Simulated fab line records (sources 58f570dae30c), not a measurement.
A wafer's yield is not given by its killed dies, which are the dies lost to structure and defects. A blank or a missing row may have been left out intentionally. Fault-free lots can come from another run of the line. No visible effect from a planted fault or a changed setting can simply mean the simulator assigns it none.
The tool behind it: which one? :: flow berkeley_cmos170 :: 42 wafers from 14 lots sampled at 4 of the route's 331 steps

== WHAT THE GAUGES SHOWED, per wafer ==
UCB170_V2_THK_MEAS_04. Usual: V2_POLISHED_THK gives 1000.0 nm (standard deviation 1).
lot: L390
measured: day 7 23:26
on: film_metro-03
V2_POLISHED_THK (nm): 999.9 1000.0 999.8
flag: 

lot: L389
measured: day 7 23:42
on: film_metro-03
V2_POLISHED_THK (nm): 999.3 997.8 1000.4
flag: 

lot: L391
measured: day 8 00:02
on: film_metro-02
V2_POLISHED_THK (nm): 1000.0 1002.7 1001.8
flag: 

lot: L392
measured: day 8 01:41
on: film_metro-01
V2_POLISHED_THK (nm): 1000.5 1000.8 1002.3
flag: 

lot: L394
measured: day 8 07:59
on: film_metro-01
V2_POLISHED_THK (nm): 1001.1 1000.1 1000.2
flag: 

lot: L398
measured: day 9 09:06
on: film_metro-01
V2_POLISHED_THK (nm): 1000.2 1000.0 999.8
flag: 

lot: L405
measured: day 11 01:47
on: film_metro-02
V2_POLISHED_THK (nm): 1000.4 999.4 1000.2
flag: 

lot: L406
measured: day 11 16:02
on: film_metro-02
V2_POLISHED_THK (nm): 998.7 1000.0 1001.4
flag: 

lot: L411
measured: day 11 16:16
on: film_metro-03
V2_POLISHED_THK (nm): 998.9 1001.2 999.6
flag: 

lot: L410
measured: day 11 16:23
on: film_metro-02
V2_POLISHED_THK (nm): 999.6 999.2 1000.2
flag: 

lot: L408
measured: day 11 16:38
on: film_metro-03
V2_POLISHED_THK (nm): 1000.8 998.1 999.1
flag: 

lot: L412
measured: day 11 17:58
on: film_metro-01
V2_POLISHED_THK (nm): 1000.2 999.6 1001.3
flag: 

== WHAT TOOL EACH LOT RAN ON (gives the tool, then ch and the chambers of the sampled wafers, and finally the start) ==
lot: L390
UCB170_V1_ETCH_14: rie_diel-02 ch 2,3, day 7 19:32
UCB170_M2_STRIP_07: plasma_asher-04 ch 0,1, day 7 20:50
UCB170_M2_EXPOSE_12: krf_scanner-01 ch 0, day 7 21:47

lot: L389
UCB170_V1_ETCH_14: rie_diel-03 ch 1,2,3, day 7 19:43
UCB170_M2_STRIP_07: plasma_asher-02 ch 0,1, day 7 20:55
UCB170_M2_EXPOSE_12: krf_scanner-02 ch 0, day 7 22:01

lot: L391
UCB170_V1_ETCH_14: rie_diel-01 ch 0,1,3, day 7 20:08
UCB170_M2_STRIP_07: plasma_asher-04 ch 0,1, day 7 21:26
UCB170_M2_EXPOSE_12: krf_scanner-01 ch 0, day 7 22:17

lot: L392
UCB170_V1_ETCH_14: rie_diel-02 ch 1,2, day 7 22:04
UCB170_M2_STRIP_07: plasma_asher-03 ch 0,1, day 7 23:17
UCB170_M2_EXPOSE_12: krf_scanner-01 ch 0, day 8 00:02

lot: L394
UCB170_V1_ETCH_14: rie_diel-01 ch 2,3, day 8 02:22
UCB170_M2_STRIP_07: plasma_asher-03 ch 0, day 8 03:47
UCB170_M2_EXPOSE_12: krf_scanner-01 ch 0, day 8 05:35

lot: L398
UCB170_V1_ETCH_14: rie_diel-02 ch 0,1,3, day 9 04:57
UCB170_M2_STRIP_07: plasma_asher-02 ch 0,1, day 9 06:39
UCB170_M2_EXPOSE_12: krf_scanner-02 ch 0, day 9 07:25

lot: L400
UCB170_V1_ETCH_14: rie_diel-01 ch 1,2,3, day 9 23:03
UCB170_M2_STRIP_07: plasma_asher-02 ch 0,1, day 10 00:14
UCB170_M2_EXPOSE_12: krf_scanner-01, day 10 00:58

lot: L402
UCB170_V1_ETCH_14: rie_diel-02 ch 0,2,3, day 9 23:17
UCB170_M2_STRIP_07: plasma_asher-03 ch 0,1, day 10 00:28
UCB170_M2_EXPOSE_12: krf_scanner-01, day 10 01:32

lot: L405
UCB170_V1_ETCH_14: rie_diel-01 ch 0,1,2, day 10 22:07
UCB170_M2_STRIP_07: plasma_asher-03 ch 0,1, day 10 23:17
UCB170_M2_EXPOSE_12: krf_scanner-01 ch 0, day 11 00:10

lot: L406
UCB170_V1_ETCH_14: rie_diel-02 ch 0,1, day 11 10:22
UCB170_M2_STRIP_07: plasma_asher-02 ch 0,1, day 11 12:29
UCB170_M2_EXPOSE_12: krf_scanner-01 ch 0, day 11 13:50

lot: L411
UCB170_V1_ETCH_14: rie_diel-03 ch 1,3, day 11 10:26
UCB170_M2_STRIP_07: plasma_asher-03 ch 0,1, day 11 12:28
UCB170_M2_EXPOSE_12: krf_scanner-02 ch 0, day 11 14:03

lot: L410
UCB170_V1_ETCH_14: rie_diel-01 ch 0,1,3, day 11 10:29
UCB170_M2_STRIP_07: plasma_asher-04 ch 0,1, day 11 12:37
UCB170_M2_EXPOSE_12: krf_scanner-01 ch 0, day 11 14:17

lot: L408
UCB170_V1_ETCH_14: rie_diel-02 ch 0,2,3, day 11 10:43
UCB170_M2_STRIP_07: plasma_asher-03 ch 0,1, day 11 12:55
UCB170_M2_EXPOSE_12: krf_scanner-02 ch 0, day 11 14:32

lot: L412
UCB170_V1_ETCH_14: rie_diel-02 ch 0,2,3, day 11 13:16
UCB170_M2_STRIP_07: plasma_asher-04 ch 0,1, day 11 15:10
UCB170_M2_EXPOSE_12: krf_scanner-01 ch 0, day 11 16:11
- UCB170_V1_ETCH_14: etches SiO2 in CHF3/CF4/Ar, stops on Al, target depth 1250 nm, time 291 s.
- UCB170_M2_STRIP_07: strips in O2.
- UCB170_M2_EXPOSE_12: exposes mask METAL2, target cd 700 nm.

== WHAT THE TOOLS THEMSELVES READ (means of the sampled wafers that have a number; where no wafer has one, the mark that the record gives instead) ==
UCB170_V1_ETCH_14. Usual: drypump_motor_current_A 5.6 A, standard deviation 0.42; oes_product_au 0.876 a.u., standard deviation 0.014; throttle_valve_pct 6.90 %, standard deviation 0.11.
lot: L390
tool: rie_diel-02
drypump_motor_current_A (A): 5.5
oes_product_au (a.u.): 0.885
throttle_valve_pct (%): 6.91
flag: 

lot: L389
tool: rie_diel-03
drypump_motor_current_A (A): 5.5
oes_product_au (a.u.): 0.873
throttle_valve_pct (%): 7.01
flag: 

lot: L391
tool: rie_diel-01
drypump_motor_current_A (A): 5.7
oes_product_au (a.u.): 0.873
throttle_valve_pct (%): 6.80
flag: 

lot: L392
tool: rie_diel-02
drypump_motor_current_A (A): 5.8
oes_product_au (a.u.): 0.884
throttle_valve_pct (%): 6.77
flag: 

lot: L394
tool: rie_diel-01
drypump_motor_current_A (A): 5.6
oes_product_au (a.u.): 0.894
throttle_valve_pct (%): 6.87
flag: 

lot: L398
tool: rie_diel-02
drypump_motor_current_A (A): 5.7
oes_product_au (a.u.): 0.887
throttle_valve_pct (%): 6.86
flag: 

lot: L400
tool: rie_diel-01
drypump_motor_current_A (A): 5.8
oes_product_au (a.u.): 0.885
throttle_valve_pct (%): 6.84
flag: 

lot: L402
tool: rie_diel-02
drypump_motor_current_A (A): 5.4
oes_product_au (a.u.): 0.876
throttle_valve_pct (%): 6.88
flag: 

lot: L405
tool: rie_diel-01
drypump_motor_current_A (A): 5.8
oes_product_au (a.u.): 0.879
throttle_valve_pct (%): 6.84
flag: 

lot: L406
tool: rie_diel-02
drypump_motor_current_A (A): 5.7
oes_product_au (a.u.): 0.877
throttle_valve_pct (%): 6.83
flag: 

lot: L411
tool: rie_diel-03
drypump_motor_current_A (A): 5.0
oes_product_au (a.u.): 0.875
throttle_valve_pct (%): 7.00
flag: 

lot: L410
tool: rie_diel-01
drypump_motor_current_A (A): 5.7
oes_product_au (a.u.): 0.883
throttle_valve_pct (%): 6.81
flag: 

lot: L408
tool: rie_diel-02
drypump_motor_current_A (A): 5.4
oes_product_au (a.u.): 0.874
throttle_valve_pct (%): 6.88
flag: 

lot: L412
tool: rie_diel-02
drypump_motor_current_A (A): 5.4
oes_product_au (a.u.): 0.874
throttle_valve_pct (%): 6.89
flag: 

UCB170_M2_STRIP_07. Usual: drypump_motor_current_A 5.97 A, standard deviation 0.26; oes_product_au 0.735 a.u., standard deviation 0.0045; strip_time_to_endpoint_s 21.96 s, standard deviation 0.057.
lot: L390
tool: plasma_asher-04
drypump_motor_current_A (A): 6.07
oes_product_au (a.u.): 0.732
strip_time_to_endpoint_s (s): 21.99
flag: 

lot: L389
tool: plasma_asher-02
drypump_motor_current_A (A): 5.99
oes_product_au (a.u.): 0.732
strip_time_to_endpoint_s (s): 21.99
flag: 

lot: L391
tool: plasma_asher-04
drypump_motor_current_A (A): 6.08
oes_product_au (a.u.): 0.734
strip_time_to_endpoint_s (s): 21.98
flag: 

lot: L392
tool: plasma_asher-03
drypump_motor_current_A (A): 5.95
oes_product_au (a.u.): 0.735
strip_time_to_endpoint_s (s): 21.94
flag: 

lot: L394
tool: plasma_asher-03
drypump_motor_current_A (A): 5.65
oes_product_au (a.u.): 0.738
strip_time_to_endpoint_s (s): 21.96
flag: 

lot: L398
tool: plasma_asher-02
drypump_motor_current_A (A): 6.00
oes_product_au (a.u.): 0.739
strip_time_to_endpoint_s (s): 21.99
flag: 

lot: L400
tool: plasma_asher-02
drypump_motor_current_A (A): 5.81
oes_product_au (a.u.): 0.732
strip_time_to_endpoint_s (s): 21.93
flag: 

lot: L402
tool: plasma_asher-03
drypump_motor_current_A (A): 5.79
oes_product_au (a.u.): 0.735
strip_time_to_endpoint_s (s): 21.99
flag: 

lot: L405
tool: plasma_asher-03
drypump_motor_current_A (A): 5.95
oes_product_au (a.u.): 0.732
strip_time_to_endpoint_s (s): 22.03
flag: 

lot: L406
tool: plasma_asher-02
drypump_motor_current_A (A): 5.80
oes_product_au (a.u.): 0.734
strip_time_to_endpoint_s (s): 21.91
flag: 

lot: L411
tool: plasma_asher-03
drypump_motor_current_A (A): 5.80
oes_product_au (a.u.): 0.734
strip_time_to_endpoint_s (s): 22.02
flag: 

lot: L410
tool: plasma_asher-04
drypump_motor_current_A (A): 6.09
oes_product_au (a.u.): 0.738
strip_time_to_endpoint_s (s): 21.98
flag: 

lot: L408
tool: plasma_asher-03
drypump_motor_current_A (A): 5.96
oes_product_au (a.u.): 0.729
strip_time_to_endpoint_s (s): 21.94
flag: 

lot: L412
tool: plasma_asher-04
drypump_motor_current_A (A): 6.06
oes_product_au (a.u.): 0.740
strip_time_to_endpoint_s (s): 21.84
flag: 

UCB170_M2_EXPOSE_12. Usual: exposure_dose_mJ_cm2 26.00, standard deviation 0.031; focus_offset_nm 0.1 nm, standard deviation 0.53; reticle_temp_C 23.02 C, standard deviation 0.1.
lot: L390
tool: krf_scanner-01
exposure_dose_mJ_cm2: 26.02
focus_offset_nm (nm): -0.2
reticle_temp_C (C): 22.95
flag: 

lot: L389
tool: krf_scanner-02
exposure_dose_mJ_cm2: 26.00
focus_offset_nm (nm): -0.1
reticle_temp_C (C): 23.04
flag: 

lot: L391
tool: krf_scanner-01
exposure_dose_mJ_cm2: 26.01
focus_offset_nm (nm): 0.4
reticle_temp_C (C): 23.12
flag: 

lot: L392
tool: krf_scanner-01
exposure_dose_mJ_cm2: 25.97
focus_offset_nm (nm): 0.5
reticle_temp_C (C): 23.01
flag: 

lot: L394
tool: krf_scanner-01
exposure_dose_mJ_cm2: 26.00
focus_offset_nm (nm): 0.5
reticle_temp_C (C): 23.06
flag: 

lot: L398
tool: krf_scanner-02
exposure_dose_mJ_cm2: 25.99
focus_offset_nm (nm): 0.3
reticle_temp_C (C): 23.03
flag: 

lot: L400
tool: krf_scanner-01
exposure_dose_mJ_cm2: -
focus_offset_nm (nm): -
reticle_temp_C (C): -
flag: OFF

lot: L402
tool: krf_scanner-01
exposure_dose_mJ_cm2: -
focus_offset_nm (nm): -
reticle_temp_C (C): -
flag: OFF

lot: L405
tool: krf_scanner-01
exposure_dose_mJ_cm2: 26.01
focus_offset_nm (nm): 0.1
reticle_temp_C (C): 22.99
flag: 

lot: L406
tool: krf_scanner-01
exposure_dose_mJ_cm2: 26.05
focus_offset_nm (nm): -0.2
reticle_temp_C (C): 23.02
flag: 

lot: L411
tool: krf_scanner-02
exposure_dose_mJ_cm2: 26.01
focus_offset_nm (nm): -0.0
reticle_temp_C (C): 23.12
flag: 

lot: L410
tool: krf_scanner-01
exposure_dose_mJ_cm2: 26.02
focus_offset_nm (nm): 0.4
reticle_temp_C (C): 23.07
flag: 

lot: L408
tool: krf_scanner-02
exposure_dose_mJ_cm2: 26.03
focus_offset_nm (nm): -0.5
reticle_temp_C (C): 22.90
flag: 

lot: L412
tool: krf_scanner-01
exposure_dose_mJ_cm2: 26.02
focus_offset_nm (nm): -0.3
reticle_temp_C (C): 23.13
flag: 

== THE ANSWER, worked out from the rows above alone ==
Rule: a lot counts as off when the mean over its wafers that have a number is more than 3 standard deviations away from the usual mean. Also off: a lot with no number at a reading for which 4 or more lots have one. All remaining lots with rows at the step are treated as sound. Order of review: gauges by route order, followed by the tools' own readings, for which a lot's mean as printed above is used. At the first step where some lot is off, the reading lying furthest off is the one used; lots without a number count as furthest.
Off: L400, L402 (UCB170_M2_EXPOSE_12, exposure_dose_mJ_cm2). Without a number there: L400, L402.
A tool fits if, at that step or a process step before it, it ran every lot that is off, and no sound lot after the first of them. No candidate that was tried fits.

== WHAT WAS PUT IN BY THE SIMULATOR ==
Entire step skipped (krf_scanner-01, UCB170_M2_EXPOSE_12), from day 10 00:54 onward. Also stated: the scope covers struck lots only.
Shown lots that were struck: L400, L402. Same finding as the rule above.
